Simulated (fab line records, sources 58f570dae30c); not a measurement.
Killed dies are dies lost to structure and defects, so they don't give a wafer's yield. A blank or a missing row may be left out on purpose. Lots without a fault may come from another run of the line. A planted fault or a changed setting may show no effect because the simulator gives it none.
Which tool did it? | flow berkeley_cmos170 | 14 lots, 42 wafers sampled, at 5 steps of a route of 331

WHAT THE GAUGES READ, wafer by wafer
UCB170_SDANNEAL_RS_MEAS_02: measures by four-point-probe.
lot  | measured     | on            | PSD_RS (ohm/sq)
L702 | day 7 13:56  | film_metro-03 | 75.60 75.58 75.45
L701 | day 7 15:02  | film_metro-04 | 75.55 75.85 76.20
L705 | day 7 20:15  | film_metro-02 | 75.33 75.75 75.87
L704 | day 7 20:17  | film_metro-04 | 75.30 75.31 75.69
L707 | day 8 05:34  | film_metro-04 | 75.94 75.76 75.72
L709 | day 8 05:45  | film_metro-02 | 75.59 75.56 75.47
L708 | day 8 06:01  | film_metro-03 | 75.45 75.32 75.90
L711 | day 9 02:37  | film_metro-04 | 75.71 75.65 75.71
L710 | day 9 02:55  | film_metro-03 | 75.67 75.69 75.83
L712 | day 9 09:42  | film_metro-03 | 75.67 75.56 75.54
L718 | day 10 15:29 | film_metro-03 | 75.44 75.41 75.45
L721 | day 11 06:59 | film_metro-04 | 74.94 75.14 75.32
L722 | day 11 16:28 | film_metro-04 | 75.91 75.99 75.87
L723 | day 11 21:03 | film_metro-04 | 75.86 75.85 75.44

UCB170_V2_CD_MEAS_90: target cd 700 nm.
lot  | measured     | on        | cd_nm (nm)
L702 | day 8 11:35  | cd_sem-01 | 699.2 697.8 697.8
L701 | day 8 15:14  | cd_sem-02 | 698.3 700.0 701.0
L705 | day 8 20:49  | cd_sem-01 | 698.4 698.4 699.3
L704 | day 8 19:58  | cd_sem-02 | 699.9 700.1 699.3
L707 | day 9 04:19  | cd_sem-01 | 699.7 699.5 699.8
L709 | day 9 04:39  | cd_sem-02 | 699.2 698.2 698.7
L708 | day 9 05:37  | cd_sem-02 | 700.4 700.4 700.1
L711 | day 9 22:38  | cd_sem-01 | 697.8 697.9 699.3
L710 | day 9 22:20  | cd_sem-02 | 698.9 697.2 697.2
L712 | day 10 10:33 | cd_sem-01 | 699.3 700.5 700.4
L718 | day 11 11:31 | cd_sem-02 | 696.6 697.7 698.3
L721 | day 12 04:03 | cd_sem-02 | 699.9 701.1 701.6
L722 | day 12 11:43 | cd_sem-02 | 699.4 699.1 699.0
L723 | day 12 20:52 | cd_sem-02 | 697.1 697.6 697.3

UCB170_M3_RS_MEAS_02: measures by four-point-probe.
lot  | measured     | on            | M3_AL_RS (ohm/sq)
L702 | day 8 11:52  | film_metro-04 | 0.0320 0.0322 0.0323
L701 | day 8 15:31  | film_metro-03 | 0.0322 0.0322 0.0324
L705 | day 8 21:05  | film_metro-03 | 0.0324 0.0324 0.0326
L704 | day 8 20:14  | film_metro-04 | 0.0324 0.0324 0.0327
L707 | day 9 04:35  | film_metro-04 | 0.0318 0.0322 0.0321
L709 | day 9 04:55  | film_metro-04 | 0.0321 0.0324 0.0324
L708 | day 9 05:53  | film_metro-02 | 0.0327 0.0323 0.0323
L711 | day 9 22:55  | film_metro-02 | 0.0320 0.0319 0.0322
L710 | day 9 22:36  | film_metro-04 | 0.0313 0.0316 0.0318
L712 | day 10 10:49 | film_metro-02 | 0.0318 0.0319 0.0317
L718 | day 11 11:47 | film_metro-03 | 0.0373 0.0375 0.0374
L721 | day 12 04:19 | film_metro-02 | 0.0369 0.0369 0.0369
L722 | day 12 11:59 | film_metro-02 | 0.0324 0.0321 0.0323
L723 | day 12 21:08 | film_metro-02 | 0.0321 0.0321 0.0320

UCB170_M3_THK_MEAS_03: measures by xrf.
lot  | measured     | on            | M3_AL_THK (nm)
L702 | day 8 11:58  | film_metro-04 | 884 876 872
L701 | day 8 15:37  | film_metro-03 | 882 879 876
L705 | day 8 21:13  | film_metro-03 | 869 878 868
L704 | day 8 20:20  | film_metro-04 | 876 866 863
L707 | day 9 04:42  | film_metro-04 | 882 873 871
L709 | day 9 05:01  | film_metro-04 | 875 865 870
L708 | day 9 06:01  | film_metro-02 | 866 877 874
L711 | day 9 23:00  | film_metro-02 | 885 890 880
L710 | day 9 22:43  | film_metro-04 | 890 897 880
L712 | day 10 10:55 | film_metro-02 | 882 883 885
L718 | day 11 11:54 | film_metro-03 | 776 774 775
L721 | day 12 04:26 | film_metro-02 | 783 786 779
L722 | day 12 12:06 | film_metro-02 | 871 875 869
L723 | day 12 21:16 | film_metro-02 | 882 879 887

WHICH TOOL RAN EACH LOT (tool, then ch and the chambers of the sampled wafers, then the start)
lot  | UCB170_M3_SPUTTER_01
L702 | pvd_sputter-04, day 8 11:45
L701 | pvd_sputter-04, day 8 15:23
L705 | pvd_sputter-03, day 8 21:01
L704 | pvd_sputter-01, day 8 20:06
L707 | pvd_sputter-04, day 9 04:30
L709 | pvd_sputter-01, day 9 04:46
L708 | pvd_sputter-03, day 9 05:49
L711 | pvd_sputter-04, day 9 22:49
L710 | pvd_sputter-01, day 9 22:29
L712 | pvd_sputter-01, day 10 10:42
L718 | pvd_sputter-04, day 11 11:41
L721 | pvd_sputter-04, day 12 04:14
L722 | pvd_sputter-01, day 12 11:54
L723 | pvd_sputter-03, day 12 21:04
- UCB170_M3_SPUTTER_01: material Al, target thk 900 nm, time 120 s.

WHAT THE TOOLS THEMSELVES READ (means of the sampled wafers that have a number; where no wafer has one, the mark that the record gives instead)
UCB170_M3_SPUTTER_01.
lot  | tool           | throttle_valve_pct (%)
L702 | pvd_sputter-04 | 30.1
L701 | pvd_sputter-04 | 29.5
L705 | pvd_sputter-03 | 29.7
L704 | pvd_sputter-01 | 30.5
L707 | pvd_sputter-04 | 30.6
L709 | pvd_sputter-01 | 30.4
L708 | pvd_sputter-03 | 29.7
L711 | pvd_sputter-04 | 30.2
L710 | pvd_sputter-01 | 29.9
L712 | pvd_sputter-01 | 29.9
L718 | pvd_sputter-04 | 29.9
L721 | pvd_sputter-04 | 29.3
L722 | pvd_sputter-01 | 30.7
L723 | pvd_sputter-03 | 30.3

THE ANSWER, worked out from the rows above alone
Rule: what is usual is taken from the lots themselves. Put in order of their means at a reading, lots are off if they are a third of the lots or fewer, leave a main group of 4 or more, and stand apart from it by a gap of 3 or more times the standard deviation of the main group's means; of several such gaps the widest counts. A main group whose means are all the same, to the digits that the tables above print for the reading, isn't used. A lot without any number at a reading at which 4 lots or more have one is off too. The other lots that the step has rows for count as sound. The gauges are gone through in route order, then the tools' own readings, and for those a lot's mean is taken as printed above. The first step at which some lot is off is used, and at that step the reading that is off furthest; a lot without a number counts as furthest.
Off: L718, L721, at UCB170_M3_RS_MEAS_02 (M3_AL_RS). The main group: mean 0.0322 ohm/sq, standard deviation 0.00027.
A tool fits if, at a process step before that reading, it ran every lot that is off, and no sound lot after the first of them. The gauges at UCB170_M3_RS_MEAS_02 are tried like those tools. One fits: pvd_sputter-04 at UCB170_M3_SPUTTER_01. Its last sound lot is L711 (day 9 22:49), its first lot that is off L718 (day 11 11:41): a fault that began between those two fits.

WHAT THE SIMULATOR HAD PUT IN
Site profile drift: pvd_sputter-04, from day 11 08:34 on, at UCB170_M3_SPUTTER_01. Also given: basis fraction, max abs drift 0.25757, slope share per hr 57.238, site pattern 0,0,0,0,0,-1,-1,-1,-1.
Lots struck among those shown: L718, L721. The rule above found the same.
